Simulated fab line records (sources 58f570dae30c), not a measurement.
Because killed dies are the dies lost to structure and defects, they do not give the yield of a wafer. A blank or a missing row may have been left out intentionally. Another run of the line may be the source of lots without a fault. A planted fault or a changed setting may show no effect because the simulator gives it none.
Which tool is to blame? | flow berkeley_cmos170 | route of 331 steps, sampled at 1 step: 12 lots, 36 wafers

WHAT THE GAUGES SHOWED, per wafer
UCB170_V1_THK_MEAS_04.
lot  | measured     | on            | V1_POLISHED_THK (nm)
L074 | day 8 22:39  | film_metro-01 | 1003.2 1002.5 1000.1
L076 | day 8 23:55  | film_metro-01 | 1000.5 1002.0 1002.0
L080 | day 9 09:11  | film_metro-01 | 1000.2 1000.8 998.9
L082 | day 9 16:11  | film_metro-02 | 1000.1 1000.0 1001.9
L083 | day 10 04:31 | film_metro-01 | 1000.5 997.8 996.8
L084 | day 10 08:00 | film_metro-02 | 1001.4 1001.4 1000.6
L088 | day 10 17:25 | film_metro-03 | 999.3 999.5 999.3
L089 | day 10 18:40 | film_metro-01 | 1001.6 1000.2 1001.8
L094 | day 11 23:08 | film_metro-01 | 999.0 1001.3 1001.7
L092 | day 11 23:44 | film_metro-01 | 1000.8 1000.3 999.9
L095 | day 12 18:05 | film_metro-02 | 1001.0 1000.7 998.9
L097 | day 12 18:23 | film_metro-01 | 1001.7 999.7 998.5

WHAT TOOL EACH LOT RAN ON (gives the tool, then ch and the chambers of the sampled wafers, and finally the start)
There is no process step in the record ahead of these readings.

THE ANSWER, worked out from the rows above alone
Rule: the lots themselves supply what counts as usual. The widest of any qualifying gaps counts: lots, ordered by their means at a reading, are off when they make up no more than a third of the lots, leave a main group of 4 or more, and stand apart from it by 3 or more times the standard deviation of that group's means. Not used: any main group whose means are identical at the precision the tables above print for the reading. Also off: a lot with no number at a reading for which 4 or more lots have one. Any other lot the step has rows for is counted as sound.
No lot is off at any reading shown: from this, nothing can be told.

WHAT THE SIMULATOR PUT IN
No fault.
